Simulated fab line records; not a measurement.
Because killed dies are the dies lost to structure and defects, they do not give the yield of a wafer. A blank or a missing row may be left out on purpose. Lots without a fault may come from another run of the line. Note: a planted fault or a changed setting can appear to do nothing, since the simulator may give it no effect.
Matching of chambers    flow berkeleyCmos170    cmp-02 running UCB170_V1_CMP_02: 4 sister chambers
The step polishes SiO2. 14 wafers are shown with their chamber, then 7 later ones without.

WAFERS PAIRED WITH THEIR CHAMBERS
wafer   chamber  motorCurrentA (A)
L914.1  2        19.2
L914.5  3        16.0
L914.6  2        19.1
L915.2  2        18.5
L915.3  1        18.6
L915.6  1        16.8
L921.3  1        16.4
L921.4  2        18.1
L921.6  1        17.2
L918.4  1        18.1
L918.5  1        17.7
L918.6  0        14.7
L924.1  0        14.0
L924.2  2        18.4

SIGNATURES (means of the wafers above)
reading        chamber 0  chamber 1  chamber 2  chamber 3  scatter within a chamber
motorCurrentA  14.350     17.467     18.660     16.000     0.673
Rule: a wafer lies at a distance from a chamber equal to the root of the sum of squares, over the readings, of (its reading less the chamber's mean, divided by the reading's scatter). The wafer belongs to the nearest chamber; if the next one is less than 2 further off, it can't be placed. The scatter: the root of (the sum of the squares of (reading less its chamber's mean) over the shown wafers, divided by (wafers less chambers)).

WAFERS WITHOUT THEIR CHAMBER
wafer   motorCurrentA (A)
L924.3  17.8
L932.1  18.8
L932.2  18.1
L932.6  19.1
L933.2  14.1
L933.5  18.1
L933.6  14.7

THE CHAMBER EACH PASSED THROUGH
wafer   from the rows above      in truth
L924.3  can't be placed: 1 or 2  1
L932.1  can't be placed: 2 or 1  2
L932.2  can't be placed: 2 or 1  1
L932.6  can't be placed: 2 or 1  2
L933.2  0                        0
L933.5  can't be placed: 2 or 1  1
L933.6  can't be placed: 0 or 3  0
1 of 7 placed correctly. From these rows, 6 cannot be placed; in 6 the true chamber is one of the candidates. 0 placed wrongly.
